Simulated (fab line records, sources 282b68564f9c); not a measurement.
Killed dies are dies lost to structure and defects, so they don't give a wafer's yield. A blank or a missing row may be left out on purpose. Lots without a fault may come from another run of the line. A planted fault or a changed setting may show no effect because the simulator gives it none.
Which tool did it? | flow rit_cmos | 7 lots, 21 wafers sampled, at 2 steps of a route of 202

WHAT THE GAUGES READ, wafer by wafer
RIT_REOX_THK_MEAS_04.
lot  | measured    | on            | REOX_OXIDE_THK (nm)
L303 | day 3 09:26 | film_metro-01 | 25.6 25.2 25.6
L305 | day 3 19:02 | film_metro-03 | 24.7 24.7 24.7
L308 | day 4 09:04 | film_metro-03 | 25.0 25.0 24.6
L312 | day 5 06:37 | film_metro-02 | 24.8 24.8 24.5
L317 | day 6 06:30 | film_metro-02 | 25.6 25.9 25.6
L319 | day 6 15:29 | film_metro-03 | 25.2 25.5 25.2
L321 | day 7 01:59 | film_metro-02 | 25.1 25.2 25.4

WHICH TOOL RAN EACH LOT (tool, then ch and the chambers of the sampled wafers, then the start)
lot  | RIT_REOX_OXIDATION_03
L303 | furnace-01 ch 0, day 3 06:53
L305 | furnace-04 ch 0, day 3 16:28
L308 | furnace-02 ch 0, day 4 06:31
L312 | furnace-02 ch 0, day 5 04:04
L317 | furnace-01 ch 0, day 6 03:57
L319 | furnace-01 ch 0, day 6 12:56
L321 | furnace-02 ch 0, day 6 23:26
- RIT_REOX_OXIDATION_03: target thk 25.2 nm, ox time 5580 s.

THE ANSWER, worked out from the rows above alone
Rule: what is usual is taken from the lots themselves. Put in order of their means at a reading, lots are off if they are a third of the lots or fewer, leave a main group of 4 or more, and stand apart from it by a gap of 3 or more times the standard deviation of the main group's means; of several such gaps the widest counts. A main group whose means are all the same, to the digits that the tables above print for the reading, isn't used. A lot without any number at a reading at which 4 lots or more have one is off too. The other lots that the step has rows for count as sound.
No lot is off at any reading shown: from this, nothing can be told.

WHAT THE SIMULATOR HAD PUT IN
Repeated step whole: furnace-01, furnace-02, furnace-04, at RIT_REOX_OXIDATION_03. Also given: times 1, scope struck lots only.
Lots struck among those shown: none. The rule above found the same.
